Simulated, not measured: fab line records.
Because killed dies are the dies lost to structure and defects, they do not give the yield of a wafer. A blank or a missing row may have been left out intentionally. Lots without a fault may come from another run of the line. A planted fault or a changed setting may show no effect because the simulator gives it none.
Which tool is to blame? | flow rit_cmos | Sampling: 7 lots, 21 wafers, 4 of 202 route steps

WHAT THE GAUGES READ, wafer by wafer
RIT_CONTACT_THK_MEAS_01.
lot  | measured    | on            | CONTACT_TEOS_THK (nm)
L827 | day 3 14:32 | film_metro-04 | 399 402 402
L833 | day 5 01:00 | film_metro-04 | 670 396 397
L836 | day 5 11:00 | film_metro-03 | 661 399 679
L840 | day 6 05:48 | film_metro-04 | 392 400 406
L843 | day 6 20:31 | film_metro-04 | 403 401 408
L846 | day 7 13:17 | film_metro-03 | 403 398 403
L849 | day 8 02:25 | film_metro-03 | 396 396 398

WHAT TOOL EACH LOT RAN ON (gives the tool, then ch and the chambers of the sampled wafers, and finally the start)
lot  | RIT_ACTIVE_STRIP_14                 | RIT_PRETRO_STRIP_09                 | RIT_CONTACT_CVD_00
L827 | plasma_asher-01 ch 0,1, day 1 19:58 | plasma_asher-01 ch 0,1, day 2 14:20 | pecvd-03 ch 0,1,2, day 3 14:29
L833 | plasma_asher-04 ch 0,1, day 3 03:01 | plasma_asher-02 ch 0,1, day 4 00:03 | pecvd-02 ch 0,1,2, day 5 00:57
L836 | plasma_asher-01 ch 1, day 3 18:19   | plasma_asher-02 ch 0,1, day 4 12:34 | pecvd-02 ch 1,2, day 5 10:56
L840 | plasma_asher-01 ch 0,1, day 4 13:24 | plasma_asher-02 ch 0,1, day 5 08:58 | pecvd-01 ch 0,2, day 6 05:44
L843 | plasma_asher-04 ch 0,1, day 5 04:36 | plasma_asher-01 ch 0,1, day 5 22:48 | pecvd-01 ch 0,1,2, day 6 20:28
L846 | plasma_asher-02 ch 1, day 5 19:56   | plasma_asher-02 ch 0,1, day 6 12:44 | pecvd-01 ch 0,1,2, day 7 13:14
L849 | plasma_asher-04 ch 0, day 6 10:34   | plasma_asher-01 ch 0,1, day 7 06:55 | pecvd-01 ch 0,1,2, day 8 02:22
- RIT_ACTIVE_STRIP_14: strips in O2, time 180 s.
- RIT_PRETRO_STRIP_09: strips in O2, time 180 s.
- RIT_CONTACT_CVD_00: deposits SiO2 from TEOS, target thk 400 nm, time 61 s.

THE ANSWER, worked out from the rows above alone
Rule: what is usual is taken from the lots themselves. The widest of any qualifying gaps counts: lots, ordered by their means at a reading, are off when they make up no more than a third of the lots, leave a main group of 4 or more, and stand apart from it by 3 or more times the standard deviation of that group's means. Not used: any main group whose means are identical at the precision the tables above print for the reading. Also off: a lot with no number at a reading for which 4 or more lots have one. Where the step has rows for the other lots, those lots are counted as sound.
Off: at RIT_CONTACT_THK_MEAS_01 (CONTACT_TEOS_THK), L833, L836. The main group has a mean of 400 nm with a standard deviation of 2.4.
A tool fits if, at a process step before that reading, it ran every lot that is off, and no sound lot after the first of them. Gauges at RIT_CONTACT_THK_MEAS_01: tried the same way as those tools. One candidate fits, namely pecvd-02 at RIT_CONTACT_CVD_00. It ran no sound lot before its first lot that is off in this sample, so the start can't be narrowed down.

WHAT HAD BEEN PUT IN BY THE SIMULATOR
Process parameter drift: pecvd-02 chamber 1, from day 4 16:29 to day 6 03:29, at RIT_CONTACT_CVD_00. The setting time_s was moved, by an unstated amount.
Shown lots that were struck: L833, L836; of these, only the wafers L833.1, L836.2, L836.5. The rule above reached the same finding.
